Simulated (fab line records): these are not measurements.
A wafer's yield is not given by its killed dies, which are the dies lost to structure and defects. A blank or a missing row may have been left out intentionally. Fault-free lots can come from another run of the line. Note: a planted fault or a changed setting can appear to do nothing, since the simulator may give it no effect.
Which tool is to blame?    flow berkeley cmos170    7 lots, 21 wafers sampled, at 1 step of a route of 331

## WHAT THE GAUGES READ, wafer by wafer
UCB170_M1_CD_MEAS_90: the cd target is 700 nm.
lot   measured      on         cd nm (nm)
L316  day 9 15:11   cd sem-02  699.7 700.2 697.9
L319  day 10 05:01  cd sem-01  699.9 700.8 702.9
L322  day 10 21:21  cd sem-01  700.9 698.9 700.9
L324  day 10 22:35  cd sem-02  699.6 703.7 699.2
L328  day 11 21:40  cd sem-02  704.1 699.1 699.8
L332  day 12 12:10  cd sem-01  700.1 700.7 702.5
L337  day 13 08:12  cd sem-02  702.9 702.1 699.4

## WHICH TOOL RAN EACH LOT (tool, then ch and the chambers of the sampled wafers, then the start)
The record holds no process step before these readings.

## THE ANSWER, worked out from the rows above alone
Rule: the lots themselves supply what counts as usual. Put in order of their means at a reading, lots are off if they are a third of the lots or fewer, leave a main group of 4 or more, and stand apart from it by a gap of 3 or more times the standard deviation of the main group's means; of several such gaps the widest counts. If all means in a main group match to the digits the tables above print for the reading, that group is not used. A lot without any number at a reading at which 4 lots or more have one is off too. Any other lot the step has rows for is counted as sound.
None of the lots is off at any reading shown; this tells nothing.

## WHAT WAS PUT IN BY THE SIMULATOR
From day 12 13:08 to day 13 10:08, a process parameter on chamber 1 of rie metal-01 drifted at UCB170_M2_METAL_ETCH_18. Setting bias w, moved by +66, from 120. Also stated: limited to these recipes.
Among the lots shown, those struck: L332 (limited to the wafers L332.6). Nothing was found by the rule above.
